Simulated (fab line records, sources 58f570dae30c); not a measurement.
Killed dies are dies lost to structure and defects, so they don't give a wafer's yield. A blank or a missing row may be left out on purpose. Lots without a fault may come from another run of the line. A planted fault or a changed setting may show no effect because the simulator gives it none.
Split-lot experiment | flow berkeley_cmos170 | 5 lots, 23 wafers read, on a route of 331 steps

THE SPLIT
At UCB170_V2_COAT_07 (resist thk 900 nm), the setting resist_thk_nm was moved away from the recipe's 900 nm on 11 of the 23 wafers read, by -5.3% to +5.4%. The other wafers ran this setting at the recipe's value.

FROM THE SPLIT TO THE READING: what the file shows between them, 2 steps
- UCB170_V2_SOFTBAKE_08: time 60 s
- UCB170_V2_EXPOSE_09: exposes mask VIA2, target cd 700 nm

THE READING
KrF_of_V2_COAT_07.thk_nm (the simulator's own value, which no gauge read), in nm, at UCB170_V2_ETCH_14 (etches SiO2 in CHF3/CF4/Ar, stops on Al, target depth 1250 nm, time 291 s). The file gives no usual value for it. The 12 wafers here that ran the recipe average 610.9 nm, standard deviation 11 nm.

wafer  | tool, chamber at the split | resist_thk_nm as run, nm | against the recipe | KrF_of_V2_COAT_07.thk_nm, nm | against lot-mates on the recipe
L074.1 | litho_track-02, 0          | 936.5                    | +4.1%              | 658.3                        | +28.4
L074.3 | litho_track-02, 0          | 900                      | recipe             | 628.1                        | -
L074.4 | litho_track-02, 0          | 900                      | recipe             | 631.7                        | -
L074.5 | litho_track-02, 0          | 936.5                    | +4.1%              | 645.9                        | +16.0
L074.6 | litho_track-02, 0          | 936.5                    | +4.1%              | 656                          | +26.1
L077.3 | litho_track-04, 0          | 900                      | recipe             | 607.4                        | -
L077.5 | litho_track-04, 0          | 900                      | recipe             | 608                          | -
L077.6 | litho_track-04, 0          | 900                      | recipe             | 596.7                        | -
L079.1 | litho_track-04, 0          | 948.6                    | +5.4%              | 665.4                        | +62.7
L079.2 | litho_track-04, 0          | 900                      | recipe             | 594.9                        | -
L079.4 | litho_track-04, 0          | 900                      | recipe             | 608.8                        | -
L079.5 | litho_track-04, 0          | 948.6                    | +5.4%              | 648.7                        | +46.0
L079.6 | litho_track-04, 0          | 900                      | recipe             | 604.5                        | -
L082.2 | litho_track-02, 0          | 852.2                    | -5.3%              | 566.9                        | -48.8
L082.3 | litho_track-02, 0          | 900                      | recipe             | 617.2                        | -
L082.4 | litho_track-02, 0          | 852.2                    | -5.3%              | 558                          | -57.7
L082.5 | litho_track-02, 0          | 900                      | recipe             | 614.2                        | -
L082.6 | litho_track-02, 0          | 852.2                    | -5.3%              | 566.1                        | -49.6
L083.1 | litho_track-02, 0          | 926.5                    | +2.9%              | 634.4                        | +24.6
L083.2 | litho_track-02, 0          | 926.5                    | +2.9%              | 635.6                        | +25.8
L083.3 | litho_track-02, 0          | 900                      | recipe             | 613.6                        | -
L083.4 | litho_track-02, 0          | 900                      | recipe             | 606                          | -
L083.5 | litho_track-02, 0          | 926.5                    | +2.9%              | 635.4                        | +25.6

THE FIT
A straight line over all 23 wafers: KrF_of_V2_COAT_07.thk_nm changes by +9.06 nm for each +1% of resist_thk_nm; r = +0.95; the points scatter about the line by 9.1 nm.
The same after taking each lot's own level away (the mean of its wafers on the recipe; 23 wafers): +8.96 nm for each +1%; r = +0.97; scatter 7.1 nm.
On that fit, the largest move of resist_thk_nm shifts the reading by 48 nm.
The lots' own levels span 602.73 to 629.90 nm, that is 2.6 times the standard deviation above.
So the lot-to-lot level changes the slope little: the two slopes agree.
Check: with one of the wafers moved furthest among these (+5.4%) left out of the fit, the line predicts +43.6 nm for it against its lot-mates. It came out at +62.7 nm against them.

OTHER SPLITS ON THESE WAFERS
These wafers also went through other splits before the reading. Each is held against what the fit with the lots' levels taken away leaves over:
other split on the same wafers | wafers away from the commonest value | r with KrF_of_V2_COAT_07.thk_nm (lot level and that fit taken away)
UCB170_M1_METAL_ETCH_12 time_s | 10                                   | +0.00
UCB170_M2_SPUTTER_01 time_s    | 11                                   | -0.04

THE WHOLE CHAIN: every reading that the file lists as answering this split, in the file's order
step               | what it does                                                              | reading                                                                   | change (the file's fit)              | r (the file's)
UCB170_V2_COAT_07  | resist thk 900 nm                                                         | KrF_of_V2_COAT_07.thk_nm (the simulator's own value, which no gauge read) | +9.31 nm for each +1% of the setting | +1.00
UCB170_V2_ETCH_14  | etches SiO2 in CHF3/CF4/Ar, stops on Al, target depth 1250 nm, time 291 s | KrF_of_V2_COAT_07.thk_nm (the simulator's own value, which no gauge read) | +8.97 nm for each +1% of the setting | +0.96
UCB170_V2_STRIP_15 | strips in O2                                                              | strip_time_to_endpoint_s                                                  | withheld for each +1% of the setting | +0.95

THE FILE'S OWN FIT
KrF_of_V2_COAT_07.thk_nm changes by +8.97 nm for each +1% of resist_thk_nm, r = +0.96.
